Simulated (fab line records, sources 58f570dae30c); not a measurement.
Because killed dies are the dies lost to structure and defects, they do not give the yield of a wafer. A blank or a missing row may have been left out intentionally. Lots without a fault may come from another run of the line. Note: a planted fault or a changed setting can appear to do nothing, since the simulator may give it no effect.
8D (eight disciplines) problem report, filled in by code + flow berkeley-cmos170 + the parts of the form that need people (team, actions taken, sign-off) are left out

## 1. WHAT WENT WRONG
Wafers without a fault read 0.996 a.u., standard deviation 0.017; oes-product-au at UCB170_GATE_ETCH_14 reads a mean of 1.350 a.u. on 6 wafers belonging to 2 lots. Relative to the usual mean, that is a shift of +21 standard deviations.
The step: etches BARC in N2/H2.
First seen on wafer L352.1, day 9 08:13, on rie-diel-04. The record holds 42 wafers of 14 lots with a number at this step. Rule for "out" (also "out of limits"): further than 4 standard deviations from the usual mean. Any other wafer with a number is counted as sound.

## 2. WHAT IT IS, WHAT IT ISN'T
| question                    | is                     | is not                                                                                                   |
|-----------------------------|------------------------|----------------------------------------------------------------------------------------------------------|
| which readings at this step | oes-product-au         | drypump-motor-current-A, throttle-valve-pct                                                              |
| which lots                  | L352, L353             | L344, L345, L346, L348, L349, L359, L360, L363, L364, L365, L366, L367                                   |
| which wafers of those lots  | all that have a number | -                                                                                                        |
| read on which tools         | rie-diel-04            | rie-diel-01, rie-diel-02                                                                                 |
| when                        | from day 9 08:13       | up to then (15 sound wafers); but 21 sound wafers of L359, L360, L363, L364, L365, L366, L367 came after |

## 3. SUSPECTS, AND WHAT RULES EACH OUT
Counting: a tool at any process step up to the reading remains a suspect when it ran all the lots that are out and ran no sound lot after the first of those.
- rie-diel-04 at UCB170_GATE_ETCH_14 (etches BARC in N2/H2): ruled out as a lasting fault. After its first lot that is out, L352 (day 9 08:13), sound lots L367 ran on it.
Left after counting: nothing in the record.

## 4. THE CAUSE (what the simulator had put in)
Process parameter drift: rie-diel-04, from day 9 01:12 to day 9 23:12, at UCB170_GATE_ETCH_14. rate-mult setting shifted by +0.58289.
Counting ruled it out, wrongly.

## 5. THE CHAIN OF EFFECTS, in route order
Each row: a reading where the mean over the struck wafers with a number is more than 3 standard deviations away from the usual. Only readings whose record carries a usual standard deviation are examined. hours: median over the lots of the time between each lot's start at the first step of this table that gives one and its start at this step. sigmas: the change, counted in usual standard deviations.
| hours | step                   | reading        | usual      | on struck wafers | change | sigmas |
|-------|------------------------|----------------|------------|------------------|--------|--------|
| 0     | UCB170_GATE_ETCH_14    | oes-product-au | 0.996 a.u. | 1.350            | +0.354 | +21    |
| 0     | UCB170_GATE_CD_MEAS_90 | cd-nm          | 350.9 nm   | 345.5            | -5.4   | -3.2   |
Its process steps:
- UCB170_GATE_ETCH_14: etches BARC in N2/H2.

## 6. WHAT WOULD HAVE CAUGHT IT SOONER
In this record the first reading out of limits was taken at day 9 08:13, 7 hours after the fault began at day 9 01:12.
